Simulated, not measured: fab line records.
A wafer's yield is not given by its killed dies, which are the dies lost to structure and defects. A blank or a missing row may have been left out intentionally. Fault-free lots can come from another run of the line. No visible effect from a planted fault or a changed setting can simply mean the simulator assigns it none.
What tool caused it? | flow rit-cmos | 45 wafers from 15 lots sampled at 5 of the route's 202 steps

WHAT THE GAUGES SHOWED, per wafer
RIT_SILICIDE_RS_MEAS_02: the measuring method here is four-point-probe. Usual: SILICIDE_TI_RS 48.0 ohm/sq, standard deviation 0.69.
lot  | measured    | on            | SILICIDE_TI_RS (ohm/sq) | flag
L526 | day 3 12:35 | film-metro-04 | 47.6 47.2 48.1          |
L527 | day 3 17:54 | film-metro-04 | 47.3 48.0 47.9          |
L528 | day 3 18:01 | film-metro-01 | 48.4 48.6 48.1          |
L529 | day 4 01:46 | film-metro-01 | 48.9 49.2 49.2          |
L530 | day 4 05:08 | film-metro-01 | 48.3 47.5 47.8          |
L531 | day 4 09:08 | film-metro-01 | 47.9 48.7 48.4          |
L532 | day 4 11:54 | film-metro-04 | 49.0 48.7 48.3          |
L536 | day 5 17:17 | film-metro-03 | 47.5 47.8 47.9          |
L539 | day 6 13:10 | film-metro-01 | 48.3 48.3 48.1          |
L541 | day 6 16:32 | film-metro-01 | 46.7 47.2 46.9          |
L542 | day 6 23:57 | film-metro-01 | 48.4 48.6 48.1          |
L543 | day 7 07:26 | film-metro-03 | 47.6 48.0 48.3          |
L546 | day 7 12:26 | film-metro-01 | 48.2 48.0 48.4          |
L545 | day 7 12:35 | film-metro-03 | 48.5 48.3 49.1          |
L549 | day 8 03:28 | film-metro-01 | 47.8 47.8 47.9          |

RIT_CONTACT_CD_MEAS_08: target cd 1000 nm. Usual: 1000.3 nm for cd-nm, sd 2.
lot  | measured    | on        | cd-nm (nm)           | flag
L526 | day 3 14:02 | cd-sem-02 | 998.2 997.4 998.1    |
L527 | day 3 19:28 | cd-sem-01 | 1002.0 1000.3 1002.4 |
L528 | day 3 19:35 | cd-sem-02 | 998.4 998.0 999.0    |
L529 | day 4 03:19 | cd-sem-02 | 1000.3 997.3 998.4   |
L530 | day 4 06:37 | cd-sem-01 | 1001.3 999.3 1000.3  |
L531 | day 4 10:41 | cd-sem-02 | 998.4 999.8 998.6    |
L532 | day 4 13:31 | cd-sem-01 | 1000.4 1000.7 1001.6 |
L536 | day 5 18:50 | cd-sem-02 | 998.0 997.1 999.9    |
L539 | day 6 14:56 | cd-sem-01 | 1000.3 998.1 999.8   |
L541 | day 6 18:05 | cd-sem-01 | 1001.9 1001.5 1001.9 |
L542 | day 7 01:32 | cd-sem-01 | 1001.0 999.0 998.6   |
L543 | day 7 09:00 | cd-sem-01 | 1001.3 1001.4 1001.7 |
L546 | day 7 14:00 | cd-sem-02 | 1002.6 1002.1 1001.7 |
L545 | day 7 14:14 | cd-sem-01 | 1001.5 1000.7 1001.3 |
L549 | day 8 05:04 | cd-sem-01 | 1001.4 1002.4 1000.3 |

RIT_M1_CD_MEAS_09: target cd 2600 nm. Usual: 2600.0 nm for cd-nm, sd 2.1.
lot  | measured    | on        | cd-nm (nm)           | flag
L526 | day 3 16:41 | cd-sem-01 | 2600.5 2601.6 2602.1 |
L527 | day 3 21:59 | cd-sem-02 | 2600.8 2602.0 2602.0 |
L528 | day 3 22:34 | cd-sem-02 | 2600.9 2602.0 2600.1 |
L529 | day 4 05:49 | cd-sem-02 | 2601.8 2603.3 2601.9 |
L530 | day 4 09:19 | cd-sem-02 | 2597.5 2598.3 2597.0 |
L531 | day 4 13:11 | cd-sem-02 | 2533.0 2531.7 2534.7 | OFF
L532 | day 4 16:08 | cd-sem-02 | 2545.2 2544.1 2543.3 | OFF
L536 | day 5 21:22 | cd-sem-02 | 2530.1 2529.3 2529.9 | OFF
L539 | day 6 17:36 | cd-sem-02 | 2601.9 2602.2 2603.3 |
L541 | day 6 20:50 | cd-sem-01 | 2599.5 2599.4 2601.5 |
L542 | day 7 04:29 | cd-sem-01 | 2597.5 2597.6 2600.1 |
L543 | day 7 11:47 | cd-sem-02 | 2595.0 2597.1 2593.7 |
L546 | day 7 16:37 | cd-sem-01 | 2602.6 2601.1 2600.3 |
L545 | day 7 16:51 | cd-sem-02 | 2601.6 2602.5 2601.6 |
L549 | day 8 07:41 | cd-sem-01 | 2598.7 2597.8 2597.8 |

RIT_M1_BOW_MEAS_16. Usual: M1_BOW 17 um, standard deviation 6.4.
lot  | measured    | on            | M1_BOW (um) | flag
L526 | day 3 19:14 | film-metro-03 | 17 18 20    |
L527 | day 4 00:41 | film-metro-03 | 19 12 29    |
L528 | day 4 02:11 | film-metro-04 | 6 26 11     |
L529 | day 4 08:22 | film-metro-04 | 28 16 8     |
L530 | day 4 11:52 | film-metro-03 | 22 19 7     |
L531 | day 4 16:00 | film-metro-04 | 17 8 17     |
L532 | day 4 18:41 | film-metro-04 | 13 15 26    |
L536 | day 5 23:55 | film-metro-03 | 18 7 9      |
L539 | day 6 20:08 | film-metro-02 | 24 17 12    |
L541 | day 6 23:23 | film-metro-04 | 13 9 21     |
L542 | day 7 07:07 | film-metro-03 | 16 20 13    |
L543 | day 7 14:20 | film-metro-03 | 29 21 8     |
L546 | day 7 19:10 | film-metro-03 | 35 18 21    |
L545 | day 7 20:39 | film-metro-04 | 10 22 20    |
L549 | day 8 10:14 | film-metro-03 | 14 9 26     |

TOOL THAT RAN EACH LOT (tool first, then ch and the chambers of the sampled wafers, then the start)
lot  | RIT_M1_COAT_04
L526 | litho-track-01 ch 0, day 3 15:48
L527 | litho-track-01 ch 0, day 3 21:14
L528 | litho-track-03 ch 0, day 3 21:23
L529 | litho-track-01 ch 0, day 4 05:05
L530 | litho-track-02 ch 0, day 4 08:35
L531 | litho-track-01 ch 0, day 4 12:28
L532 | litho-track-01 ch 0, day 4 15:25
L536 | litho-track-01 ch 0, day 5 20:38
L539 | litho-track-02 ch 0, day 6 16:42
L541 | litho-track-03 ch 0, day 6 19:55
L542 | litho-track-03 ch 0, day 7 03:35
L543 | litho-track-02 ch 0, day 7 11:04
L546 | litho-track-03 ch 0, day 7 15:46
L545 | litho-track-02 ch 0, day 7 16:00
L549 | litho-track-03 ch 0, day 8 06:58
- RIT_M1_COAT_04: resist thk 1300 nm.

AS READ BY THE TOOLS THEMSELVES (means over the sampled wafers that have a number; for cases with no such wafer, the mark the record gives instead)
RIT_M1_COAT_04. Usual: 2000.3 rpm for spin-speed-rpm, sd 1.3.
lot  | tool           | spin-speed-rpm (rpm) | flag
L526 | litho-track-01 | 2001.6               |
L527 | litho-track-01 | 2001.0               |
L528 | litho-track-03 | 1999.6               |
L529 | litho-track-01 | 1999.1               |
L530 | litho-track-02 | 1999.0               |
L531 | litho-track-01 | 2002.0               |
L532 | litho-track-01 | 1999.9               |
L536 | litho-track-01 | 2000.5               |
L539 | litho-track-02 | 2000.0               |
L541 | litho-track-03 | 1999.8               |
L542 | litho-track-03 | 2000.1               |
L543 | litho-track-02 | 2000.5               |
L546 | litho-track-03 | 2000.7               |
L545 | litho-track-02 | 1998.3               |
L549 | litho-track-03 | 2000.8               |

THE ANSWER, worked out from the rows above alone
Rule: take the mean of a lot's wafers that have a number; if it is more than 3 standard deviations from the usual mean, the lot is off. Also off: a lot with no number at a reading for which 4 or more lots have one. Where the step has rows for the other lots, those lots are counted as sound. First the gauges in route order, then the tools' own readings, where a lot's mean is used as printed above. At the first step where some lot is off, the reading lying furthest off is the one used; lots without a number count as furthest.
Off, at RIT_M1_CD_MEAS_09 on cd-nm: L531, L532, L536.
A tool fits if, at a process step before that reading, it ran every lot that is off, and no sound lot after the first of them. Those tools and the gauges at RIT_M1_CD_MEAS_09 are tried in the same way. One fits: RIT_M1_COAT_04 on litho-track-01. A fault onset in the window from L529 (day 4 05:05, its last sound lot) to L531 (day 4 12:28, its first lot off) fits.

WHAT WAS PUT IN BY THE SIMULATOR
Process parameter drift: litho-track-01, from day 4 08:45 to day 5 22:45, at RIT_M1_COAT_04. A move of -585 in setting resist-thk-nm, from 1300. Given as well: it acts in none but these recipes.
Shown lots that were struck: L531, L532, L536. The rule above reached the same finding.
